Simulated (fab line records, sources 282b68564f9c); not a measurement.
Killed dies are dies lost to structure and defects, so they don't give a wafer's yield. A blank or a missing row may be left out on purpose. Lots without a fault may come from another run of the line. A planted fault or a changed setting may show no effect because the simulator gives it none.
Problem report in the 8D (eight disciplines) form, filled by code | flow rit_cmos | the parts of the form that need people (team, actions taken, sign-off) are left out

1. THE PROBLEM
run_length_s at RIT_CONTACT_ETCH_11 reads a mean of 476.3 s on 3 wafers of 1 lot; wafers without a fault read 348.4 s with a standard deviation of 0.34. That is +99 or more standard deviations from the usual mean.
The step: etches SiO2 in CHF3/CF4/Ar, stops on TiSi2, target depth 480 nm, time 320 s.
First seen on wafer L327.1, day 5 23:55, on rie_diel-01. The record holds 15 wafers of 5 lots with a number at this step. Rule for "out", or "out of limits": more than 4 standard deviations from the usual mean. The other wafers with a number count as sound.

2. WHAT IT IS AND WHAT IT IS NOT
question                    | is                     | is not
which readings at this step | run_length_s           | CHF3_flow_sccm, drypump_motor_current_A, oes_product_au, throttle_valve_pct
which lots                  | L327                   | L317, L320, L332, L336
which wafers of those lots  | all that have a number | -
read on which tools         | rie_diel-01            | rie_diel-03, rie_diel-04
when                        | from day 5 23:55       | up to then (6 sound wafers); but 6 sound wafers of L332, L336 came after

3. SUSPECTS, AND WHAT RULES EACH OUT
Counting: a tool at a process step up to the reading stays a suspect if it ran every lot that is out and no sound lot after the first of them.
- rtp_anneal-02 at RIT_SILICIDE_RTA_06 (time 10 s, ramp up 5 s, ramp down 10 s): kept. It ran the lot that is out, L327 (day 5 22:20), and no sound lot after that; its last sound lot up to then is L317 (day 3 20:59).
- pecvd-03 at RIT_CONTACT_CVD_00 (deposits SiO2 from TEOS, target thk 400 nm, time 61 s): kept. It ran the lot that is out, L327 (day 5 22:25), and no sound lot after that.
- rie_diel-01 at RIT_CONTACT_ETCH_11 (etches SiO2 in CHF3/CF4/Ar, stops on TiSi2, target depth 480 nm, time 320 s): kept. It ran the lot that is out, L327 (day 5 23:55), and no sound lot after that; its last sound lot up to then is L320 (day 4 12:06). Its own readings are out on those wafers: run_length_s.
Left after counting: rtp_anneal-02 at RIT_SILICIDE_RTA_06, pecvd-03 at RIT_CONTACT_CVD_00, rie_diel-01 at RIT_CONTACT_ETCH_11.

4. THE CAUSE (what the simulator had put in)
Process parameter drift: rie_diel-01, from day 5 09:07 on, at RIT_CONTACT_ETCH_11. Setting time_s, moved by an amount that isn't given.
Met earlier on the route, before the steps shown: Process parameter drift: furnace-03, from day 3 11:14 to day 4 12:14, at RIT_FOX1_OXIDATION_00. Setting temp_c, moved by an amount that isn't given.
Counting left 3 suspects, and this tool is among them.

5. THE CHAIN OF EFFECTS, in route order
Each row: a reading whose mean over the struck wafers that have a number lies more than 3 standard deviations from the usual. Only readings for which the record gives a usual standard deviation are gone through. hours: the time from each lot's start at the first step in this table that gives one to its start at this step, as a median over the lots. sigmas: the change in usual standard deviations.
hours | step                | reading      | usual   | on struck wafers | change | sigmas
0     | RIT_CONTACT_ETCH_11 | run_length_s | 348.4 s | 476.3            | +127.9 | +99 or more
The process steps in it:
- RIT_CONTACT_ETCH_11: etches SiO2 in CHF3/CF4/Ar, stops on TiSi2, target depth 480 nm, time 320 s.

6. WHAT WOULD HAVE CAUGHT IT SOONER
In this record the first reading out of limits was taken at day 5 23:55, 15 hours after the fault began at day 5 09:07.
